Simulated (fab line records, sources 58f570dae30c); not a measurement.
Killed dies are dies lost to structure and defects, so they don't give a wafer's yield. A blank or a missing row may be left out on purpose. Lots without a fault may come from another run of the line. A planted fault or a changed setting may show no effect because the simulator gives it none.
Split-lot experiment | flow berkeley_cmos170 | 5 lots, 23 wafers read, on a route of 331 steps

THE SPLIT
At UCB170_NSD_IMPLANT_08, the setting dose_cm2 was moved away from the recipe's 3e+15 on 6 of the 23 wafers read, by -4.9% to +2.7%. The other wafers ran this setting at the recipe's value.

FROM THE SPLIT TO THE READING: what the file shows between them, 5 steps
- UCB170_NSD_STRIP_09: strips in O2
- UCB170_BACKSIDE_HMDS_00: prime time 60 s (also split here: prime_time_s)
- UCB170_BACKSIDE_COAT_01: resist thk 900 nm
- UCB170_BACKSIDE_SOFTBAKE_02: time 60 s
- UCB170_SDANNEAL_RTA_01: time 5 s

THE READING
NSD_RS, in ohm/sq, at UCB170_SDANNEAL_RS_MEAS_03 (measures by four-point-probe). Fault-free wafers of this fab line usually give 37.26 ohm/sq, standard deviation 0.092 ohm/sq.

wafer  | tool, chamber at the split | dose_cm2 as run | against the recipe | NSD_RS, ohm/sq | against lot-mates on the recipe
L074.1 | implanter-03, 0            | 3.08e+15        | +2.7%              | 36.84          | -0.46
L074.2 | implanter-03, 0            | 3e+15           | recipe             | 37.21          | -
L074.4 | implanter-03, 0            | 3e+15           | recipe             | 37.34          | -
L074.5 | implanter-03, 0            | 3e+15           | recipe             | 37.34          | -
L074.6 | implanter-03, 0            | 3.08e+15        | +2.7%              | 36.81          | -0.49
L075.1 | implanter-03, 0            | 3e+15           | recipe             | 37.23          | -
L075.3 | implanter-03, 0            | 3e+15           | recipe             | 37.27          | -
L075.6 | implanter-03, 0            | 3e+15           | recipe             | 37.19          | -
L078.1 | implanter-04, 0            | 3e+15           | recipe             | 37.25          | -
L078.3 | implanter-04, 0            | 3e+15           | recipe             | 37.12          | -
L078.4 | implanter-04, 0            | 2.866e+15       | -4.5%              | 38.07          | +0.87
L078.5 | implanter-04, 0            | 2.866e+15       | -4.5%              | 38.00          | +0.80
L078.6 | implanter-04, 0            | 3e+15           | recipe             | 37.22          | -
L079.1 | implanter-04, 0            | 3e+15           | recipe             | 37.46          | -
L079.2 | implanter-04, 0            | 3e+15           | recipe             | 37.36          | -
L079.4 | implanter-04, 0            | 3e+15           | recipe             | 37.37          | -
L079.5 | implanter-04, 0            | 3e+15           | recipe             | 37.25          | -
L079.6 | implanter-04, 0            | 3e+15           | recipe             | 37.38          | -
L081.2 | implanter-04, 0            | 3e+15           | recipe             | 37.28          | -
L081.3 | implanter-04, 0            | 3e+15           | recipe             | 37.34          | -
L081.4 | implanter-04, 0            | 2.854e+15       | -4.9%              | 38.20          | +0.87
L081.5 | implanter-04, 0            | 3e+15           | recipe             | 37.38          | -
L081.6 | implanter-04, 0            | 2.854e+15       | -4.9%              | 38.18          | +0.85

THE FIT
A straight line over all 23 wafers: NSD_RS changes by -0.176 ohm/sq for each +1% of dose_cm2; r = -0.98; the points scatter about the line by 0.079 ohm/sq.
The same after taking each lot's own level away (the mean of its wafers on the recipe; 23 wafers): -0.181 ohm/sq for each +1%; r = -0.99; scatter 0.052 ohm/sq.
On that fit, the largest move of dose_cm2 shifts the reading by 0.88 ohm/sq.
The lots' own levels span 37.197 to 37.364 ohm/sq, that is 1.8 times the standard deviation above.
So the lot-to-lot level changes the slope little: the two slopes agree.
Check: with one of the wafers moved furthest among these (-4.9%) left out of the fit, the line predicts +0.884 ohm/sq for it against its lot-mates. It came out at +0.867 ohm/sq against them.

OTHER SPLITS ON THESE WAFERS
These wafers also went through other splits before the reading. Each is held against what the fit with the lots' levels taken away leaves over:
other split on the same wafers       | wafers away from the commonest value | r with NSD_RS (lot level and that fit taken away)
UCB170_GATE_PEB_10 peb_temp_c        | 10                                   | +0.41
UCB170_NLDD_IMPLANT_09 energy_kev    | 10                                   | -0.14
UCB170_BACKSIDE_HMDS_00 prime_time_s | 6                                    | -0.09

THE WHOLE CHAIN: every reading that the file lists as answering this split, in the file's order
step                       | what it does                 | reading                  | change (the file's fit)              | r (the file's)
UCB170_NSD_STRIP_09        | strips in O2                 | strip_time_to_endpoint_s | withheld for each +1% of the setting | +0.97
UCB170_SDANNEAL_RS_MEAS_03 | measures by four-point-probe | NSD_RS                   | -0.181 for each +1% of the setting   | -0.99

THE FILE'S OWN FIT
NSD_RS changes by -0.181 ohm/sq for each +1% of dose_cm2, r = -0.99.
